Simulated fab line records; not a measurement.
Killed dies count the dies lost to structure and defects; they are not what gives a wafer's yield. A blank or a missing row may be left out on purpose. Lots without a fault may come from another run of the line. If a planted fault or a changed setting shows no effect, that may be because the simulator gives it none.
One fault through the eyes of 2 desks	flow rit_cmos	only its own numbers are on each desk; what lay behind them is given at the end

AT THE METROLOGY DESK
Lot by lot, what the gauges showed, no matter which tool ran the lot: averages of those sampled wafers that carry a number. Marked OUT: a lot whose mean sits more than 4 standard deviations from the usual mean, which makes it out of limits; the brackets give that distance.
Columns: A = NLDD_TW at RIT_NLDD_TW_MEAS_10, usual 2500; B = NLDD_RS at RIT_SDANNEAL_RS_MEAS_07, usual 151.6 ohm/sq
lot	first seen here	A	B
L725	day 2 18:02	2480	151.8
L727	day 3 04:34	2498	151.9
L728	day 3 09:06	2525	151.8
L729	day 3 13:02	2469	151.3
L730	day 3 19:31	2525	151.9
L731	day 3 23:26	2506	151.7
L733	day 4 10:43	2485	151.4
L734	day 4 14:35	2464	152.4
L735	day 4 20:09	2517	151.7
L740	day 6 00:38	2487	150.9
L743	day 6 11:22	1914 (-31) OUT	304.7 (+99 or more) OUT
L744	day 6 17:54	2501	151.9
L745	day 7 02:26	1946 (-29) OUT	302.2 (+99 or more) OUT
L747	day 7 09:46	2518	151.6
This desk reports L743, L745 out of limits; the earliest was L743 at day 6 11:22 (NLDD_TW at RIT_NLDD_TW_MEAS_10). L725, L727, L728, L729, L730, L731, L733, L734, L735, L740, L744, L747: within limits.

TOOL OWNER'S DESK, implanter-02
RIT_NLDD_IMPLANT_08, tool's own readings: per-lot mean of the sampled wafers with a number, covering each lot this tool ran. Marked OUT: a lot whose mean sits more than 4 standard deviations from the usual mean, which makes it out of limits; the brackets give that distance.
Columns: A = dose_ions_cm2 at RIT_NLDD_IMPLANT_08, usual 5e+14; B = faraday_current_uA at RIT_NLDD_IMPLANT_08, usual 1574
lot	first seen here	A	B
L725	day 2 17:44	5e+14	1567
L729	day 3 12:42	5e+14	1564
L730	day 3 19:11	5e+14	1574
L733	day 4 10:25	5e+14	1595
L734	day 4 14:18	5e+14	1575
L735	day 4 19:50	5e+14	1589
L743	day 6 11:02	2e+14 (-99 or more) OUT	625 (-31) OUT
L745	day 7 02:10	2e+14 (-99 or more) OUT	628 (-31) OUT
Finding of this desk: L743, L745 out of limits; the first was L743 at day 6 11:02, on dose_ions_cm2 at RIT_NLDD_IMPLANT_08. L725, L729, L730, L733, L734, L735: within limits.

PUT TOGETHER
The tool owner's desk had the chance to raise an alarm at day 6 11:02 on L743, L745.
An alarm was possible from the metrology desk at day 6 11:22, on L743, L745.
Of the lots named, all ran RIT_NLDD_IMPLANT_08 on implanter-02.

WHAT THE SIMULATOR PUT IN
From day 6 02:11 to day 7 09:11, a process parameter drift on implanter-02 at RIT_NLDD_IMPLANT_08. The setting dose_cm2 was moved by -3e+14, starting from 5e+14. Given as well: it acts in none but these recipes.
Lots struck among those shown: L743, L745.
Hours from the fault's start to each desk's first reading out of limits: the tool owner's desk, 9; the metrology desk, 9.
